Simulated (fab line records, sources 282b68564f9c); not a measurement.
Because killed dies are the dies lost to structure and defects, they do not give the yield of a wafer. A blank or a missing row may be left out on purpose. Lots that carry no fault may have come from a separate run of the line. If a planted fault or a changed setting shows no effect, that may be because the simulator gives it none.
A lot that was struck, set against a sound lot ; flow rit_cmos ; 27 steps out of a route of 202
Sound: the wafers L292.3, L292.4, L292.5. Struck: wafer L300.5. (L300.1, L300.2 of the same lot were not struck and are left out.) The cause comes at the end.
Per side, at each step with rows, come the tool, then ch with its chambers, and then its first start. Under that, the readings that differ: sound wafers ; struck wafers ; difference of the means ; sigmas: that difference in standard deviations of wafers without a fault.
alike: words and numbers the same on both sides, and readings whose means are apart by under 2 such deviations; not compared: readings that were withheld, readings missing a value for some wafer, numbers with overlapping values and no deviation given by the record, and bounds like >300 which may hide the same value.
A row with sigmas, a row that says differs or no value, or rows on one side alone: a step with any of these is where the two part. Non-overlapping numbers with no deviation appear without sigmas and do not part them. Lack of a reading on every wafer of one side parts them only where that side has two or more wafers.

first, 4 steps without rows for these wafers: RIT_CONTACT_SOFTBAKE_04 (time 60 s); RIT_CONTACT_EXPOSE_05 (exposes mask M11, target cd 1000 nm); RIT_CONTACT_PEB_06; RIT_CONTACT_DEVELOP_07 (develop time 120 s).
RIT_CONTACT_CD_MEAS_08: the cd target is 1000 nm.
  sound: cd_sem-02 at day 6 10:21; struck: cd_sem-01 at day 7 09:37
  alike: cd_nm
RIT_CONTACT_OVL_MEAS_09:
  sound: overlay-01 at day 6 10:26; struck: overlay-01 at day 7 09:44
reading;sound;struck;difference;sigmas
CONTACT_OVL (nm);2.0 2.8 3.0;-0.2;-2.8;-2
then, 1 step without rows for these wafers: RIT_CONTACT_HARDBAKE_10 (time 60 s).
RIT_CONTACT_ETCH_11: etches SiO2 in CHF3/CF4/Ar, stops on TiSi2, target depth 480 nm, time 320 s.
  sound on rie_diel-04 ch 0,1,3, day 6 10:50; struck on rie_diel-01 ch 2, day 7 09:55
  alike: drypump_motor_current_A, oes_product_au, throttle_valve_pct
  not compared: rf_hours_counter_h
RIT_CONTACT_STRIP_12: strips in O2, time 180 s.
  sound on plasma_asher-01 ch 0,1, day 6 11:05; struck on plasma_asher-04 ch 0, day 7 10:07
  alike: drypump_motor_current_A
  not compared: rf_hours_counter_h
RIT_CONTACT_CD_MEAS_90: the cd target is 1000 nm.
  sound: cd_sem-01 at day 6 11:15; struck: cd_sem-01 at day 7 10:17
  alike: cd_nm
then, 2 steps without rows for these wafers: RIT_CONTACT_CLEAN_13 (cleans in SC1, time 600 s); RIT_CONTACT_CLEAN_14 (cleans in SC2, time 600 s).
RIT_M1_SPUTTER_00: material Al, target thk 400 nm, time 500 s.
  sound: pvd_sputter-02 at day 6 11:51; struck: pvd_sputter-02 at day 7 10:46
reading;sound;struck;difference;sigmas
model.Al_of_M1_SPUTTER_00.thk_nm (nm);406 410.3 409;457.6;+49.2;
  alike: throttle_valve_pct
RIT_M1_RS_MEAS_01: measurement is done with a four-point probe.
  sound: film_metro-03 at day 6 12:11; struck: film_metro-03 at day 7 11:03
reading;sound;struck;difference;sigmas
M1_AL_RS (ohm/sq);0.0722 0.0713 0.0717;0.0638;-0.0079;-7
RIT_M1_THK_MEAS_02: measures by xrf.
  sound: film_metro-03 at day 6 12:17; struck: film_metro-03 at day 7 11:10
reading;sound;struck;difference;sigmas
M1_AL_THK (nm);406 407 405;454;+48;+7
then, 6 steps without rows for these wafers: RIT_M1_HMDS_03 (prime time 60 s); RIT_M1_COAT_04 (resist thk 1300 nm); RIT_M1_SOFTBAKE_05 (time 60 s); RIT_M1_EXPOSE_06 (exposes mask M12, target cd 2600 nm); RIT_M1_PEB_07; RIT_M1_DEVELOP_08 (develop time 68 s).
RIT_M1_CD_MEAS_09: the cd target is 2600 nm.
  sound: cd_sem-02 at day 6 13:19; struck: cd_sem-02 at day 7 12:14
  alike: cd_nm
RIT_M1_OVL_MEAS_10:
  sound: overlay-02 at day 6 13:25; struck: overlay-02 at day 7 12:22
  alike: M1_OVL
then, 1 step without rows for these wafers: RIT_M1_HARDBAKE_11 (time 120 s).
RIT_M1_METAL_ETCH_12: etches Al in Cl2/BCl3, stops on SiO2, time 165 s, target depth 600 nm.
  sound on rie_metal-03 ch 0,1, day 6 13:44; struck on rie_metal-04 ch 0, day 7 12:38
reading;sound;struck;difference;sigmas
oes_product_au (a.u.);0.775 0.799 0.794;0.828;+0.039;+3
  alike: drypump_motor_current_A, throttle_valve_pct
  not compared: rf_hours_counter_h
then, 1 step without rows for these wafers: RIT_M1_STRIP_13 (strips in nmp, time 600 s).
RIT_M1_PROBE_99:
  sound: prober-01 at day 6 16:02; struck: prober-01 at day 7 15:05
reading;sound;struck;difference;sigmas
killed_short;7 8 4;2;-4;-2
sort_bin_5_function (%);2.7 3.8 2.7;1.1;-2.0;-2
model.etest.m1.rs_ohm_sq;0.07147 0.07022 0.0709;0.06363;-0.00723;
  alike: defect_limited_yield, killed_at_contacts, killed_at_front_end, killed_dies, killed_open, sort_bin_3_pad_short, sort_bin_6_memory, sort_n_pass, sort_yield_pct

## WHERE THEY PART
First at RIT_CONTACT_OVL_MEAS_09; last, within this record, at RIT_M1_PROBE_99.

WHY: what had been put in by the simulator
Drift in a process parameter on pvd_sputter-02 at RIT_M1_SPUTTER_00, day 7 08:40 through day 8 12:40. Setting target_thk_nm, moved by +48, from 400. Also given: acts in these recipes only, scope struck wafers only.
